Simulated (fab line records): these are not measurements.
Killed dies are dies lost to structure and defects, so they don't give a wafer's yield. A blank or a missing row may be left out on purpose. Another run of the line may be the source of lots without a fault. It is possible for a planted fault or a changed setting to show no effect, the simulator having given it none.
fab line records    flow berkeley_cmos170
record: lots: 14  wafers: 42  last_day: 12
route steps=331 shown PFIELD@86
lots that met no fault: from a run of the same line without faults
start_h: hours from the record's first day to the start of the lot's first wafer shown    wait_h: how many hours have passed since the lot's step before this one    " repeats the value in the row above    L1.1+2: several wafers, shown together as one row    - value missing, or start not given    * or withheld: withheld    < > ~ a bound
route shown NAME@n: names a module that has steps shown in the file, with the first one's number in the route    usual: mean and standard deviation over wafers with no fault    same: alike in all rows    chamber/n: place in a boat    sites: each site's reading    _std_site: how widely they spread, as a standard deviation    _edge_site: inner sites' mean taken away from outer sites' mean    radius_mm: how far each site lies from the wafer's centre    mask NAME#n: copy n    behind: tool/chamber where the wafer was last shaped    hold: why the lot was held/for how many hours/how that ended    device: names the non-switching transistor (n, p or np)    end of line: at the end of the route, the tests of the same wafers    a step with no rows: only its recipe    killed: dies lost to structure and defects at the first sort, not the wafer's yield    map: a wafer's dies, marking killed ones x, the rest . and places with no die _
set.NAME: the run value of the setting; set.NAME@STEP: its run value at that earlier step    model.NAME: the simulator's own value behind a step, which no gauge read
one table for each step of the route and one row for each wafer, over a sample of lots
services: a tool's chamber out of use, with start hour (start_h, from the record's first day; less than 0 if before it), hours out, and reason
== steps ==
step: UCB170_PFIELD_IMPLANT_07
recipe: species: B  dose_cm2: 2e+13  energy_kev: 80  tilt_deg: 7
lot.wafer   tool          chamber  start_h  wait_h
L703.2+3+6  implanter-04  0        75.46    0.0
L704.1+5+6  implanter-04  0        80.35    0.0
L704.1+5+6  implanter-04  0        80.67    0.3
L705.4+5+6  implanter-02  0        86.99    0.1
L711.1+4+5  implanter-02  0        110.69   0.0
L710.3+4+6  implanter-04  0        111.16   0.1
L710.3+4+6  implanter-04  0        111.47   0.3
L709.3+4+5  implanter-02  0        128.84   0.1
L719.3+4+5  implanter-04  0        156.05   0.1
L717.1+2+4  implanter-01  0        156.20   0.0
L718.1+2+3  implanter-02  0        156.41   0.0
L721.1+4+5  implanter-02  0        172.63   0.0
L722.1+2+6  implanter-01  0        172.99   0.0
L723.2+4+5  implanter-02  0        176.92   0.0
L725.1+2+3  implanter-02  0        183.47   0.0
L724.2+4+6  implanter-01  0        183.77   0.0
step: UCB170_PFIELD_TW_MEAS_09
usual: PFIELD_TW: 603.7/2.7
lot.wafer  tool           chamber  start_h  wait_h  PFIELD_TW
L703.2     film_metro-03  -        75.69    0.1     605.2
L703.3     "              -        "        "       604.3
L703.6     "              -        "        "       604.6
L704.1     film_metro-02  -        80.92    0.1     752.9
L704.5     "              -        "        "       749.4
L704.6     "              -        "        "       753.0
L704.1     film_metro-02  -        81.14    0.2     757.9
L704.5     "              -        "        "       754.9
L704.6     "              -        "        "       749.4
L705.4     film_metro-01  -        87.19    0.1     599.5
L705.5     "              -        "        "       599.3
L705.6     "              -        "        "       599.2
L711.1     film_metro-01  -        110.94   0.1     602.2
L711.4     "              -        "        "       604.8
L711.5     "              -        "        "       605.4
L710.3     film_metro-02  -        111.69   0.1     753.7
L710.4     "              -        "        "       752.5
L710.6     "              -        "        "       754.0
L710.3     film_metro-02  -        111.92   0.2     756.1
L710.4     "              -        "        "       754.4
L710.6     "              -        "        "       753.3
L709.3     film_metro-02  -        129.06   0.1     605.0
L709.4     "              -        "        "       602.8
L709.5     "              -        "        "       604.2
L719.3     film_metro-03  -        156.27   0.1     604.8
L719.4     "              -        "        "       600.9
L719.5     "              -        "        "       599.1
L717.1     film_metro-01  -        156.45   0.1     603.1
L717.2     "              -        "        "       600.9
L717.4     "              -        "        "       601.1
L718.1     film_metro-03  -        156.66   0.1     600.1
L718.2     "              -        "        "       600.3
L718.3     "              -        "        "       600.6
L721.1     film_metro-01  -        172.88   0.1     597.6
L721.4     "              -        "        "       600.5
L721.5     "              -        "        "       600.0
L722.1     film_metro-02  -        173.24   0.1     604.6
L722.2     "              -        "        "       601.3
L722.6     "              -        "        "       605.0
L723.2     film_metro-03  -        177.16   0.1     605.2
L723.4     "              -        "        "       602.1
L723.5     "              -        "        "       601.2
L725.1     film_metro-03  -        183.72   0.1     604.8
L725.2     "              -        "        "       600.1
L725.3     "              -        "        "       602.0
L724.2     film_metro-01  -        184.00   0.1     601.8
L724.4     "              -        "        "       601.0
L724.6     "              -        "        "       602.0
== services ==
tool          chamber  start_h  hours  kind
implanter-04  -        58.64    1.8    repair
implanter-02  -        87.81    2.3    repair
implanter-01  -        121.08   1.8    repair
implanter-04  -        139.20   1.7    repair
implanter-04  -        160.66   14.2   pm
== key ==
first_sign: step: UCB170_PFIELD_IMPLANT_07  reading: visit  direction: added
effect: step: UCB170_PFIELD_TW_MEAS_09  reading: visit  direction: added
effect: step: UCB170_PFIELD_TW_MEAS_09  reading: PFIELD_TW  direction: up  sigmas: 54  usual: 603.7  struck: 752.6
met_at UCB170_PFIELD_IMPLANT_07
struck_lots L704,L710
scrapped_behind UCB170_PFIELD_TW_MEAS_09 L704.1,L704.5,L704.6,L710.3,L710.4,L710.6
fault: kind: repeated_step_whole  tool: implanter-01,implanter-02,implanter-04  chamber: -  onset_h: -  steps: UCB170_PFIELD_IMPLANT_07  times: 1  scope: struck_lots_only
